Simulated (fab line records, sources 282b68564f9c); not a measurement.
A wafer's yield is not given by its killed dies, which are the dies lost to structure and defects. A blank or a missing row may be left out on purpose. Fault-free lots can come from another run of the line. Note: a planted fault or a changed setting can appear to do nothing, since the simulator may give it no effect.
fab line records :: flow rit_cmos
record
  lots=14
  wafers=42
  last_day=7
route steps=202 shown ACTIVE@11 M1@202
lots that met no fault: taken from a fault-free run of the same line
start_h: start of the lot's first displayed wafer, in hours after the record's first day :: wait_h: hours elapsed since this lot's preceding step :: " unchanged from the row above :: L1.1+2: several wafers, shown together as one row :: - no value, or no start given :: * or withheld: withheld :: < > ~ a bound
route shown NAME@n: names a module that has steps shown in the file, with the first one's number in the route :: usual: mean/standard deviation taken from wafers without a fault :: same: alike in all rows :: chamber/n: place in a boat :: sites: readings site by site :: _std_site: the values' standard deviation :: _edge_site: mean of outer sites minus mean of inner sites :: radius_mm: how far each site lies from the wafer's centre :: mask NAME#n: copy n :: behind: the tool/chamber that last shaped the wafer :: hold: why the lot went on hold/how many hours it stayed there/how the hold came to an end :: device: names the non-switching transistor (n, p or np) :: end of line: the same wafers' tests at the end of the route :: where a step has no rows: the recipe by itself :: killed: not the wafer's yield, but the dies lost to structure and defects at the first sort :: map: shows each die of a wafer: x if killed, . if not, _ if none is there
set.NAME: the setting that was run; set.NAME@STEP: the one run at that earlier step :: model.NAME: the simulator's own value behind a step, which no gauge read
a sample of lots followed through the steps of the route, with each step as a table and each wafer as a row
## steps
# step RIT_ACTIVE_DEVELOP_10
# recipe
  resist=NOVOLAK
  develop_time_s=50
  dev_temp_c=23
# usual
  chill_plate_temp_C=22.97/0.099
  developer_temp_C=22.98/0.12
lot.wafer: L417.3
tool: litho_track-02
chamber: 0
start_h: 19
wait_h: -
chill_plate_temp_C: 23.13
developer_temp_C: 23.03

lot.wafer: L417.4
tool: litho_track-02
chamber: 0
start_h: 19
wait_h: -
chill_plate_temp_C: 22.90
developer_temp_C: 22.93

lot.wafer: L417.5
tool: litho_track-02
chamber: 0
start_h: 19
wait_h: -
chill_plate_temp_C: 23.02
developer_temp_C: 23.08

lot.wafer: L418.1
tool: litho_track-04
chamber: 0
start_h: 25
wait_h: -
chill_plate_temp_C: 22.74
developer_temp_C: 22.93

lot.wafer: L418.2
tool: litho_track-04
chamber: 0
start_h: 25
wait_h: -
chill_plate_temp_C: 22.90
developer_temp_C: 22.86

lot.wafer: L418.6
tool: litho_track-04
chamber: 0
start_h: 25
wait_h: -
chill_plate_temp_C: 22.83
developer_temp_C: 22.72

lot.wafer: L419.3
tool: litho_track-02
chamber: 0
start_h: 29
wait_h: -
chill_plate_temp_C: 22.93
developer_temp_C: 22.86

lot.wafer: L419.5
tool: litho_track-02
chamber: 0
start_h: 29
wait_h: -
chill_plate_temp_C: 23.00
developer_temp_C: 23.02

lot.wafer: L419.6
tool: litho_track-02
chamber: 0
start_h: 29
wait_h: -
chill_plate_temp_C: 23.10
developer_temp_C: 23.03

lot.wafer: L421.1
tool: litho_track-02
chamber: 0
start_h: 39
wait_h: -
chill_plate_temp_C: 22.82
developer_temp_C: 25.32

lot.wafer: L421.2
tool: litho_track-02
chamber: 0
start_h: 39
wait_h: -
chill_plate_temp_C: 22.98
developer_temp_C: 25.35

lot.wafer: L421.5
tool: litho_track-02
chamber: 0
start_h: 39
wait_h: -
chill_plate_temp_C: 22.84
developer_temp_C: 25.22

lot.wafer: L423.1
tool: litho_track-03
chamber: 0
start_h: 49
wait_h: -
chill_plate_temp_C: 23.06
developer_temp_C: 23.00

lot.wafer: L423.2
tool: litho_track-03
chamber: 0
start_h: 49
wait_h: -
chill_plate_temp_C: 22.89
developer_temp_C: 22.72

lot.wafer: L423.5
tool: litho_track-03
chamber: 0
start_h: 49
wait_h: -
chill_plate_temp_C: 22.89
developer_temp_C: 22.98

lot.wafer: L424.2
tool: litho_track-02
chamber: 0
start_h: 54
wait_h: -
chill_plate_temp_C: 23.17
developer_temp_C: 25.28

lot.wafer: L424.3
tool: litho_track-02
chamber: 0
start_h: 54
wait_h: -
chill_plate_temp_C: 22.91
developer_temp_C: 25.12

lot.wafer: L424.5
tool: litho_track-02
chamber: 0
start_h: 54
wait_h: -
chill_plate_temp_C: 23.10
developer_temp_C: 25.25

lot.wafer: L425.1
tool: litho_track-03
chamber: 0
start_h: 59
wait_h: -
chill_plate_temp_C: 23.01
developer_temp_C: 22.83

lot.wafer: L425.3
tool: litho_track-03
chamber: 0
start_h: 59
wait_h: -
chill_plate_temp_C: 23.00
developer_temp_C: 22.93

lot.wafer: L425.5
tool: litho_track-03
chamber: 0
start_h: 59
wait_h: -
chill_plate_temp_C: 23.07
developer_temp_C: 22.98

lot.wafer: L431.1
tool: litho_track-03
chamber: 0
start_h: 89
wait_h: -
chill_plate_temp_C: 22.98
developer_temp_C: 22.85

lot.wafer: L431.5
tool: litho_track-03
chamber: 0
start_h: 89
wait_h: -
chill_plate_temp_C: 23.07
developer_temp_C: 23.00

lot.wafer: L431.6
tool: litho_track-03
chamber: 0
start_h: 89
wait_h: -
chill_plate_temp_C: 23.02
developer_temp_C: 22.87

lot.wafer: L434.3
tool: litho_track-04
chamber: 0
start_h: 105
wait_h: -
chill_plate_temp_C: 23.06
developer_temp_C: 23.08

lot.wafer: L434.4
tool: litho_track-04
chamber: 0
start_h: 105
wait_h: -
chill_plate_temp_C: 23.01
developer_temp_C: 23.20

lot.wafer: L434.5
tool: litho_track-04
chamber: 0
start_h: 105
wait_h: -
chill_plate_temp_C: 23.08
developer_temp_C: 23.31

lot.wafer: L435.2
tool: litho_track-02
chamber: 0
start_h: 110
wait_h: -
chill_plate_temp_C: 23.12
developer_temp_C: 23.15

lot.wafer: L435.3
tool: litho_track-02
chamber: 0
start_h: 110
wait_h: -
chill_plate_temp_C: 23.08
developer_temp_C: 23.08

lot.wafer: L435.4
tool: litho_track-02
chamber: 0
start_h: 110
wait_h: -
chill_plate_temp_C: 22.88
developer_temp_C: 23.14

lot.wafer: L436.2
tool: litho_track-04
chamber: 0
start_h: 114
wait_h: -
chill_plate_temp_C: 23.10
developer_temp_C: 23.01

lot.wafer: L436.4
tool: litho_track-04
chamber: 0
start_h: 114
wait_h: -
chill_plate_temp_C: 22.99
developer_temp_C: 23.14

lot.wafer: L436.5
tool: litho_track-04
chamber: 0
start_h: 114
wait_h: -
chill_plate_temp_C: 22.92
developer_temp_C: 22.87

lot.wafer: L437.1
tool: litho_track-03
chamber: 0
start_h: 119
wait_h: -
chill_plate_temp_C: 23.08
developer_temp_C: 22.98

lot.wafer: L437.4
tool: litho_track-03
chamber: 0
start_h: 119
wait_h: -
chill_plate_temp_C: 22.81
developer_temp_C: 23.05

lot.wafer: L437.5
tool: litho_track-03
chamber: 0
start_h: 119
wait_h: -
chill_plate_temp_C: 22.95
developer_temp_C: 23.08

lot.wafer: L438.2
tool: litho_track-02
chamber: 0
start_h: 127
wait_h: -
chill_plate_temp_C: 22.95
developer_temp_C: 22.84

lot.wafer: L438.3
tool: litho_track-02
chamber: 0
start_h: 127
wait_h: -
chill_plate_temp_C: 22.94
developer_temp_C: 22.86

lot.wafer: L438.5
tool: litho_track-02
chamber: 0
start_h: 127
wait_h: -
chill_plate_temp_C: 22.88
developer_temp_C: 22.65

lot.wafer: L439.1
tool: litho_track-03
chamber: 0
start_h: 130
wait_h: -
chill_plate_temp_C: 23.12
developer_temp_C: 22.90

lot.wafer: L439.3
tool: litho_track-03
chamber: 0
start_h: 130
wait_h: -
chill_plate_temp_C: 22.99
developer_temp_C: 22.94

lot.wafer: L439.4
tool: litho_track-03
chamber: 0
start_h: 130
wait_h: -
chill_plate_temp_C: 22.94
developer_temp_C: 23.00
# step RIT_ACTIVE_CD_MEAS_11
# recipe
  target_cd_nm=1400
# usual
  cd_nm=1400.9/2.6
lot.wafer: L417.3
tool: cd_sem-01
chamber: -
start_h: 19.60
wait_h: -
cd_nm: 1400.5

lot.wafer: L417.4
tool: cd_sem-01
chamber: -
start_h: 19.60
wait_h: -
cd_nm: 1401.0

lot.wafer: L417.5
tool: cd_sem-01
chamber: -
start_h: 19.60
wait_h: -
cd_nm: 1399.3

lot.wafer: L418.1
tool: cd_sem-01
chamber: -
start_h: 25.21
wait_h: -
cd_nm: 1404.2

lot.wafer: L418.2
tool: cd_sem-01
chamber: -
start_h: 25.21
wait_h: -
cd_nm: 1405.9

lot.wafer: L418.6
tool: cd_sem-01
chamber: -
start_h: 25.21
wait_h: -
cd_nm: 1403.9

lot.wafer: L419.3
tool: cd_sem-01
chamber: -
start_h: 29.65
wait_h: -
cd_nm: 1396.9

lot.wafer: L419.5
tool: cd_sem-01
chamber: -
start_h: 29.65
wait_h: -
cd_nm: 1398.2

lot.wafer: L419.6
tool: cd_sem-01
chamber: -
start_h: 29.65
wait_h: -
cd_nm: 1395.9

lot.wafer: L421.1
tool: cd_sem-01
chamber: -
start_h: 39.56
wait_h: -
cd_nm: 1408.0

lot.wafer: L421.2
tool: cd_sem-01
chamber: -
start_h: 39.56
wait_h: -
cd_nm: 1409.0

lot.wafer: L421.5
tool: cd_sem-01
chamber: -
start_h: 39.56
wait_h: -
cd_nm: 1405.2

lot.wafer: L423.1
tool: cd_sem-02
chamber: -
start_h: 49.64
wait_h: -
cd_nm: 1403.5

lot.wafer: L423.2
tool: cd_sem-02
chamber: -
start_h: 49.64
wait_h: -
cd_nm: 1404.3

lot.wafer: L423.5
tool: cd_sem-02
chamber: -
start_h: 49.64
wait_h: -
cd_nm: 1404.1

lot.wafer: L424.2
tool: cd_sem-02
chamber: -
start_h: 54.46
wait_h: -
cd_nm: 1407.7

lot.wafer: L424.3
tool: cd_sem-02
chamber: -
start_h: 54.46
wait_h: -
cd_nm: 1407.9

lot.wafer: L424.5
tool: cd_sem-02
chamber: -
start_h: 54.46
wait_h: -
cd_nm: 1407.9

lot.wafer: L425.1
tool: cd_sem-01
chamber: -
start_h: 59.72
wait_h: -
cd_nm: 1405.5

lot.wafer: L425.3
tool: cd_sem-01
chamber: -
start_h: 59.72
wait_h: -
cd_nm: 1406.5

lot.wafer: L425.5
tool: cd_sem-01
chamber: -
start_h: 59.72
wait_h: -
cd_nm: 1405.0

lot.wafer: L431.1
tool: cd_sem-01
chamber: -
start_h: 89.44
wait_h: -
cd_nm: 1399.8

lot.wafer: L431.5
tool: cd_sem-01
chamber: -
start_h: 89.44
wait_h: -
cd_nm: 1398.8

lot.wafer: L431.6
tool: cd_sem-01
chamber: -
start_h: 89.44
wait_h: -
cd_nm: 1399.2

lot.wafer: L434.3
tool: cd_sem-01
chamber: -
start_h: 105.87
wait_h: -
cd_nm: 1397.9

lot.wafer: L434.4
tool: cd_sem-01
chamber: -
start_h: 105.87
wait_h: -
cd_nm: 1399.2

lot.wafer: L434.5
tool: cd_sem-01
chamber: -
start_h: 105.87
wait_h: -
cd_nm: 1399.9

lot.wafer: L435.2
tool: cd_sem-02
chamber: -
start_h: 110.59
wait_h: -
cd_nm: 1402.7

lot.wafer: L435.3
tool: cd_sem-02
chamber: -
start_h: 110.59
wait_h: -
cd_nm: 1401.9

lot.wafer: L435.4
tool: cd_sem-02
chamber: -
start_h: 110.59
wait_h: -
cd_nm: 1402.1

lot.wafer: L436.2
tool: cd_sem-01
chamber: -
start_h: 114.80
wait_h: -
cd_nm: 1398.6

lot.wafer: L436.4
tool: cd_sem-01
chamber: -
start_h: 114.80
wait_h: -
cd_nm: 1398.9

lot.wafer: L436.5
tool: cd_sem-01
chamber: -
start_h: 114.80
wait_h: -
cd_nm: 1397.3

lot.wafer: L437.1
tool: cd_sem-01
chamber: -
start_h: 119.82
wait_h: -
cd_nm: 1396.2

lot.wafer: L437.4
tool: cd_sem-01
chamber: -
start_h: 119.82
wait_h: -
cd_nm: 1400.1

lot.wafer: L437.5
tool: cd_sem-01
chamber: -
start_h: 119.82
wait_h: -
cd_nm: 1399.0

lot.wafer: L438.2
tool: cd_sem-02
chamber: -
start_h: 127.35
wait_h: -
cd_nm: 1400.3

lot.wafer: L438.3
tool: cd_sem-02
chamber: -
start_h: 127.35
wait_h: -
cd_nm: 1398.4

lot.wafer: L438.5
tool: cd_sem-02
chamber: -
start_h: 127.35
wait_h: -
cd_nm: 1399.1

lot.wafer: L439.1
tool: cd_sem-02
chamber: -
start_h: 130.32
wait_h: -
cd_nm: 1400.9

lot.wafer: L439.3
tool: cd_sem-02
chamber: -
start_h: 130.32
wait_h: -
cd_nm: 1401.0

lot.wafer: L439.4
tool: cd_sem-02
chamber: -
start_h: 130.32
wait_h: -
cd_nm: 1401.8
# step RIT_M1_PROBE_99
# usual
  killed_at_contacts=0.1/0.28
  killed_at_front_end=7.0/2.9
  killed_dies=7.0/2.9
  killed_open=3.4/2.1
  killed_short=3.6/1.7
# same
  gross_dies=264
  killed_at_M0_to_M3=0
  killed_at_M4_up=0
  killed_at_back_side=0
  killed_at_other=0
lot.wafer: L424.2
tool: prober-01
chamber: -
start_h: 99.97
wait_h: 0.1
killed_at_contacts: 1
killed_at_front_end: 4
killed_dies: 5
killed_open: 2
killed_short: 3

lot.wafer: L424.3
tool: prober-01
chamber: -
start_h: 100.02
wait_h: 0.2
killed_at_contacts: 0
killed_at_front_end: 7
killed_dies: 7
killed_open: 1
killed_short: 6

lot.wafer: L424.5
tool: prober-01
chamber: -
start_h: 100.12
wait_h: 0.2
killed_at_contacts: 0
killed_at_front_end: 6
killed_dies: 6
killed_open: 4
killed_short: 2

lot.wafer: L425.1
tool: prober-02
chamber: -
start_h: 106.85
wait_h: 0.1
killed_at_contacts: 0
killed_at_front_end: 4
killed_dies: 4
killed_open: 2
killed_short: 2

lot.wafer: L425.3
tool: prober-02
chamber: -
start_h: 106.95
wait_h: 0.2
killed_at_contacts: 0
killed_at_front_end: 4
killed_dies: 4
killed_open: 1
killed_short: 3

lot.wafer: L425.5
tool: prober-02
chamber: -
start_h: 107.05
wait_h: 0.2
killed_at_contacts: 0
killed_at_front_end: 5
killed_dies: 5
killed_open: 1
killed_short: 4

lot.wafer: L435.2
tool: prober-01
chamber: -
start_h: 155.59
wait_h: 0.1
killed_at_contacts: 0
killed_at_front_end: 8
killed_dies: 8
killed_open: 5
killed_short: 3

lot.wafer: L435.3
tool: prober-01
chamber: -
start_h: 155.64
wait_h: 0.2
killed_at_contacts: 0
killed_at_front_end: 7
killed_dies: 7
killed_open: 3
killed_short: 4

lot.wafer: L435.4
tool: prober-01
chamber: -
start_h: 155.69
wait_h: 0.2
killed_at_contacts: 0
killed_at_front_end: 5
killed_dies: 5
killed_open: 4
killed_short: 1
# killed by level:class
L424.2 GATE:geometric_particle:short=2 GATE:geometric_particle:open=1 SPACER:geometric_particle:short=1 CONTACT:geometric_particle:open=1
L424.3 GATE:geometric_particle:short=2 SILICIDE:geometric_particle:short=2 FOX1:geometric_particle:short=1 GATE:geometric_particle:open=1 REOX:geometric_particle:short=1
L424.5 GATE:geometric_particle:open=3 SPACER:geometric_particle:short=2 SPACER:geometric_particle:open=1
L425.1 GATE:geometric_particle:open=2 FOX2:geometric_particle:short=1 SILICIDE:geometric_particle:short=1
L425.3 FOX2:geometric_particle:open=1 FOX2:geometric_particle:short=1 GATE:geometric_particle:short=1 SILICIDE:geometric_particle:short=1
L425.5 SPACER:geometric_particle:short=2 GATE:geometric_particle:short=1 GATE:geometric_particle:open=1 REOX:geometric_particle:short=1
L435.2 FOX1:geometric_particle:open=2 FOX2:geometric_particle:open=1 GATE:geometric_particle:short=1 REOX:geometric_particle:short=1 REOX:geometric_particle:open=1 SPACER:geometric_particle:open=1 SILICIDE:geometric_particle:short=1
L435.3 FOX1:geometric_particle:open=2 FOX2:geometric_particle:short=1 REOX:geometric_particle:short=1 SPACER:geometric_particle:short=1 SILICIDE:geometric_particle:short=1 SILICIDE:geometric_particle:open=1
L435.4 SILICIDE:geometric_particle:open=2 FOX1:geometric_particle:short=1 GATE:geometric_particle:open=1 REOX:geometric_particle:open=1
## key
first_sign
  step=RIT_ACTIVE_DEVELOP_10
  reading=developer_temp_C
  direction=up
  sigmas=19
  usual=*
  struck=*
effect
  step=RIT_ACTIVE_CD_MEAS_11
  reading=cd_nm
  direction=up
  sigmas=2.6
  usual=1400.9
  struck=1407.6
met_at RIT_ACTIVE_DEVELOP_10
struck_lots L421,L424
tester_left_out L421,L424
onset_between 29 39
fault
  kind=process_parameter_drift
  tool=litho_track-02
  chamber=-
  onset_h=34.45
  steps=RIT_ACTIVE_DEVELOP_10
  channel=dev_temp_c
  offset=*
  shape=step
  end_h=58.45
  acts_in=*
  stated=*
# tester_left_out: of these lots the tester's yield and bins aren't shown, on N5 and GAA mostly nor the transistor test; their killed dies are dies lost to structure and defects alone, not to doping, threshold or leakage, so they don't give the yield
